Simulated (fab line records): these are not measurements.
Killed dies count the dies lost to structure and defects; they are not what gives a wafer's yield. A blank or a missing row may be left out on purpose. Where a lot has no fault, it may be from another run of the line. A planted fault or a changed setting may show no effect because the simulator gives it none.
A struck lot beside a sound one    flow rit-cmos    18 out of 202 route steps
Sound: these wafers, L770.2, L770.4, L770.5. Struck: wafers L777.2, L777.3, L777.4. Last of all comes the cause.
At each step with rows: each side's tool, then ch and its chambers, then its first start. Under that, the readings that differ: sound wafers    struck wafers    difference of the means    sigmas: that difference in standard deviations of wafers without a fault.
alike: same words and numbers on both sides, and readings whose means sit less than 2 such deviations apart. not compared: any withheld reading, any reading some wafer has no value for, any bound like >300 that may hide the same value, and any number with overlapping values for which the record gives no deviation.
A row with sigmas, a row that says differs or no value, or rows on one side alone: a step with any of these is where the two part. Non-overlapping numbers with no deviation appear without sigmas and do not part them. Lack of a reading on every wafer of one side parts them only where that side has two or more wafers.

RIT_CONTACT_OVL_MEAS_09:
  sound: overlay-01 at day 4 02:21; struck: overlay-01 at day 6 01:16
  alike: CONTACT_OVL
then, 1 step without rows for these wafers: RIT_CONTACT_HARDBAKE_10 (time 60 s).
RIT_CONTACT_ETCH_11: etches SiO2 in CHF3/CF4/Ar, stops on TiSi2, target depth 480 nm, time 310.5 s.
  sound on rie-diel-01 ch 0,1,3, day 4 02:32; struck on rie-diel-04 ch 0,2,3, day 6 01:27
  alike: drypump-motor-current-A, mfc-ar-sccm, oes-product-au, throttle-valve-pct
  not compared: rf-hours-counter-h
RIT_CONTACT_STRIP_12: strips in O2, time 180 s.
  sound on plasma-asher-02 ch 0,1, day 4 02:44; struck on plasma-asher-02 ch 0,1, day 6 01:38
  alike: drypump-motor-current-A
  not compared: rf-hours-counter-h
RIT_CONTACT_CD_MEAS_90: the cd target is 1000 nm.
  sound: cd-sem-01 at day 4 02:55; struck: cd-sem-02 at day 6 01:50
reading     sound              struck                difference  sigmas
cd-nm (nm)  995.6 996.9 997.6  1005.9 1004.5 1005.3  +8.5        +3
then, 2 steps without rows for these wafers: RIT_CONTACT_CLEAN_13 (cleans in SC1, time 600 s); RIT_CONTACT_CLEAN_14 (cleans in SC2, time 600 s).
RIT_M1_SPUTTER_00: material Al, target thk 400 nm, time 500 s.
  sound: pvd-sputter-02 at day 4 03:22; struck: pvd-sputter-04 at day 6 02:28
  alike: chamber-pressure-pa, throttle-valve-pct
RIT_M1_RS_MEAS_01: measurement is done with a four-point probe.
  sound: film-metro-02 at day 4 03:41; struck: film-metro-02 at day 6 02:47
  alike: M1_AL_RS
RIT_M1_THK_MEAS_02: measures by xrf.
  sound: film-metro-02 at day 4 03:47; struck: film-metro-02 at day 6 02:53
  alike: M1_AL_THK
then, 2 steps without rows for these wafers: RIT_M1_HMDS_03 (prime time 60 s); RIT_M1_COAT_04 (resist thk 1300 nm).
RIT_M1_SOFTBAKE_05: time 60 s.
  sound on litho-track-01 ch 0, day 4 04:10; struck on litho-track-01 ch 0, day 6 03:16
reading                                  sound              struck             difference  sigmas
heater-power-total-W (W)                 34.54 34.55 34.56  35.81 35.86 35.73  +1.25       +26
plate-temp-C (C)                         90.11 89.88 90.11  92.10 92.12 92.15  +2.09       +15
model.NOVOLAK_of_M1_COAT_04.thk-nm (nm)  1295 1292 1294     1287 1289 1287     -6          
  alike: chill-plate-temp-C
then, 2 steps without rows for these wafers: RIT_M1_EXPOSE_06 (exposes mask M12, target cd 2600 nm); RIT_M1_PEB_07.
RIT_M1_DEVELOP_08: develop time 68 s.
  sound: litho-track-01 ch 0; struck: litho-track-01 ch 0
reading                                  sound           struck          difference  sigmas
model.NOVOLAK_of_M1_COAT_04.thk-nm (nm)  1295 1291 1294  1287 1288 1286  -6          
  alike: chill-plate-temp-C
RIT_M1_CD_MEAS_09: the cd target is 2600 nm.
  sound: cd-sem-02 at day 4 04:52; struck: cd-sem-01 at day 6 04:02
  alike: cd-nm
RIT_M1_PROBE_99:
  sound: prober-01 at day 4 07:34; struck: prober-01 at day 6 06:54
reading             sound  struck  difference  sigmas
killed_at_M0_to_M3  0 0 0  0 0 1   +0          +3
killed-open         9 6 9  1 4 4   -5          -2
  alike: defect-limited-yield, killed-at-front-end, killed-dies, killed-short, sort_bin_3_pad_short, sort_bin_5_function, sort_bin_6_memory, sort-n-pass, sort-yield-pct

WHERE THEY PART
First at RIT_CONTACT_CD_MEAS_90; last, within this record, at RIT_M1_PROBE_99.

WHY: the cause the simulator had injected
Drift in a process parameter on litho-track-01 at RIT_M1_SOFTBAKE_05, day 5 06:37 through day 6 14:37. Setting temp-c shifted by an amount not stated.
